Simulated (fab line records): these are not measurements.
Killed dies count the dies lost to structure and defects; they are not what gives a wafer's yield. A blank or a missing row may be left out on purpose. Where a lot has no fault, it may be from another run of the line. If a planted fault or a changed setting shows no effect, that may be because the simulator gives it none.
One fault seen from 2 desks ; flow berkeley-cmos170 ; numbers are kept per desk, each desk with only its own; the story behind them comes last

== AT THE TOOL OWNER'S DESK: implanter-03 ==
UCB170_PFIELD_IMPLANT_07, tool's own readings: per-lot mean of the sampled wafers with a number, covering each lot this tool ran. Marked OUT: a lot whose mean sits more than 4 standard deviations from the usual mean, which makes it out of limits; the brackets give that distance.
Columns: A = beam-energy-keV at UCB170_PFIELD_IMPLANT_07, usual 79.993; B = beam-on-s at UCB170_PFIELD_IMPLANT_07, usual 10.01 s; C = faraday-current-uA at UCB170_PFIELD_IMPLANT_07, usual 63.3
lot;first seen here;A;B;C
L803;day 6 14:44;79.938;7.99 (-10) OUT;79.4 (+12) OUT
L804;day 6 23:47;79.985;8.03 (-9.9) OUT;78.9 (+12) OUT
This desk's finding: out of limits on L803, L804; first on L803, day 6 14:44 (beam-on-s at UCB170_PFIELD_IMPLANT_07). In limits: none.

== AT THE METROLOGY DESK ==
Means of the sampled wafers that have a number, per lot and without regard to the tool the lot ran on: this is what the gauges read. Marked OUT: a lot whose mean sits more than 4 standard deviations from the usual mean, which makes it out of limits; the brackets give that distance.
Columns: A = PFIELD_TW at UCB170_PFIELD_TW_MEAS_09, usual 597; B = NVT_OVL at UCB170_NVT_OVL_MEAS_06, usual 6 nm; C = M2_AL_THK at UCB170_M2_THK_MEAS_03, usual 860 nm
lot;first seen here;A;B;C
L794;day 4 20:29;592;11;856
L795;day 4 20:44;592;12;879
L798;day 6 00:06;591;9;878
L803;day 6 14:59;564 (-6.2) OUT;1;862
L804;day 7 00:00;561 (-6.7) OUT;-3;880
L806;day 7 06:04;593;0;869
L808;day 7 20:01;598;8;883
L807;day 7 20:16;602;5;850
L809;day 8 04:34;607;5;851
L812;day 8 12:13;604;1;860
L813;day 9 05:22;595;4;862
L814;day 9 05:49;602;7;862
L815;day 9 13:42;602;4;853
L817;day 9 22:41;595;8;849
Finding of this desk: L803, L804 out of limits, first seen on L803 at day 6 14:59 (PFIELD_TW at UCB170_PFIELD_TW_MEAS_09). In limits: L794, L795, L798, L806, L808, L807, L809, L812, L813, L814, L815, L817.

== PUT TOGETHER ==
On L803, L804, at day 6 14:44, an alarm was possible from the tool owner's desk.
L803, L804 would have let the metrology desk raise an alarm at day 6 14:59.
On implanter-03, each named lot ran UCB170_PFIELD_IMPLANT_07.

== WHAT HAD BEEN PUT IN BY THE SIMULATOR ==
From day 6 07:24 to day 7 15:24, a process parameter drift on implanter-03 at UCB170_PFIELD_IMPLANT_07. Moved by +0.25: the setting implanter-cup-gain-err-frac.
Shown lots that were struck: L803, L804.
Fault start to first reading out of limits, in hours, per desk: tool owner, 7; metrology, 8.
